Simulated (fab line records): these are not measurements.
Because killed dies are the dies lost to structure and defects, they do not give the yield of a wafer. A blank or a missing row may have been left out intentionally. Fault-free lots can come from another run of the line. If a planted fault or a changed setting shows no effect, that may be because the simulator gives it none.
A lot that was struck, set against a sound lot | flow rit_cmos | 17 out of 202 route steps
Sound: these wafers, L870.1, L870.2, L870.6. The struck wafers were L883.1, L883.2, L883.3. The cause is named last.
For every step that has rows: the tool of each side, followed by ch and its chambers, followed by its first start. Under that, the readings that differ: sound wafers | struck wafers | difference of the means | sigmas: that difference in standard deviations of wafers without a fault.
alike: readings whose means differ by less than 2 such deviations, and words and numbers that are the same on both sides. not compared: withheld readings, readings that some wafer has no value for, bounds like >300 that may hide the same value, and numbers for which the record gives no deviation and whose values overlap.
A row with sigmas, a row that says differs or no value, or rows on one side alone: a step with any of these is where the two part. Non-overlapping numbers with no deviation appear without sigmas and do not part them. A reading missing from all wafers of one side parts the sides only when that side holds two or more wafers.

first, 1 step without rows for these wafers: RIT_PRETRO_DEVELOP_05 (develop time 68 s).
RIT_PRETRO_OVL_MEAS_06:
  struck on overlay-02, day 5 08:26; sound on overlay-02, day 2 13:49
  reading         | sound       | struck       | difference | sigmas
  PRETRO_OVL (nm) | 3.2 2.2 3.1 | 0.4 -0.7 0.8 | -2.7       | -2
then, 2 steps without rows for these wafers: RIT_PRETRO_HARDBAKE_07 (time 120 s); RIT_PRETRO_IMPLANT_08.
RIT_PRETRO_STRIP_09: strips in O2, time 180 s.
  sound on plasma_asher-04 ch 0,1, day 2 14:20; struck on plasma_asher-04 ch 0,1, day 5 08:52
  alike: drypump_motor_current_A
  not compared: rf_hours_counter_h
RIT_PRETRO_TW_MEAS_10:
  struck on film_metro-01, day 5 09:02; sound on film_metro-03, day 2 14:31
  alike: PRETRO_TW
then, 5 steps without rows for these wafers: RIT_GATE_WET_ETCH_00 (etches SiO2 in BOE, target depth 56 nm, time 60 s); RIT_GATE_CLEAN_01 (cleans in SC1, time 600 s); RIT_GATE_CLEAN_02 (cleans in dHF, time 30 s); RIT_GATE_CLEAN_03 (cleans in SC2, time 600 s); RIT_GATE_CLEAN_04 (cleans in dHF, time 60 s).
RIT_FOX2_THK_MEAS_91:
  struck on film_metro-02, day 5 09:31; sound on film_metro-04, day 2 15:02
  alike: FIELD_OXIDE_LEFT_2_THK
RIT_GATE_OXIDATION_05: target thk 3 nm, ox time 274.8 s.
  sound on furnace-04 ch 0, day 2 15:23; struck on furnace-04 ch 0, day 5 12:11
  reading                                     | sound                | struck               | difference | sigmas
  spike_tc_centre_C (C)                       | 902.3 903.2 901.0    | 923.1 922.9 922.0    | +20.5      | +17
  spike_tc_load_C (C)                         | 925.8 926.7 924.1    | 945.3 943.5 945.4    | +19.2      | +8
  spike_tc_source_C (C)                       | 926 924 926          | 945 945 946          | +20        | +5
  tube_center_temp_C (C)                      | 899.96 900.07 899.97 | 919.99 919.85 919.94 | +19.93     | +99 or more
  tube_center_temp_C_max                      | 902.5 902.1 902.9    | 921.8 922.5 922.7    | +19.8      | +54
  model.SiO2_of_GATE_OXIDATION_05.thk_nm (nm) | 2.951 2.95 2.895     | 3.753 3.821 3.756    | +0.845     |
  alike: zone_power_load_pct, zone_power_source_pct
then, 1 step without rows for these wafers: RIT_GATE_ANNEAL_06 (time 600 s).
RIT_GATE_THK_MEAS_07:
  struck on film_metro-04, day 5 14:34; sound on film_metro-02, day 2 18:03
  reading             | sound          | struck         | difference | sigmas
  GATE_OXIDE_THK (nm) | 2.96 2.98 2.90 | 3.78 3.82 3.77 | +0.84      | +11
then, 1 step without rows for these wafers: RIT_GATE_CVD_08 (deposits poly-Si from SiH4, target thk 250 nm, time 2220 s).
RIT_M1_PROBE_99:
  struck on prober-01, day 6 13:58; sound on prober-01, day 3 17:25
  reading                             | sound           | struck            | difference | sigmas
  model.etest.pmos_0p3.r_on_ohm_um    | 6494 6384 6197  | 7710 8088 7522    | +1415      |
  model.etest.pmos_turned.r_on_ohm_um | 3734 3647 3533  | 4010 4186 3859    | +380       |
  model.etest.pmos_0p15.r_on_ohm_um   | 2946 2898 2791  | 3226 3361 3101    | +351       |
  model.etest.nmos_0p3.r_on_ohm_um    | 2163 2136 2106  | 2517 2588 2470    | +390       |
  model.etest.nmos_0p15.drive_ua_um   | 474 474.8 482.7 | 388.8 380.4 400.7 | -87.2      |
  model.etest.nmos_narrow.drive_ua_um | 231.9 231.7 236 | 167.6 160.4 168.3 | -67.8      |
  model.etest.nmos_0p3.drive_ua_um    | 232.3 232 238.1 | 166.8 162.2 169   | -68.1      |
  alike: killed_at_contacts, killed_at_front_end, killed_dies, killed_open, killed_short
  not compared: model.etest.nmos_0p15.r_on_ohm_um

## WHERE THEY PART
At RIT_PRETRO_OVL_MEAS_06 first; at RIT_GATE_THK_MEAS_07 last (within this record only). Later steps at which nothing parts them and some readings are alike: RIT_M1_PROBE_99.

WHY: the cause the simulator had injected
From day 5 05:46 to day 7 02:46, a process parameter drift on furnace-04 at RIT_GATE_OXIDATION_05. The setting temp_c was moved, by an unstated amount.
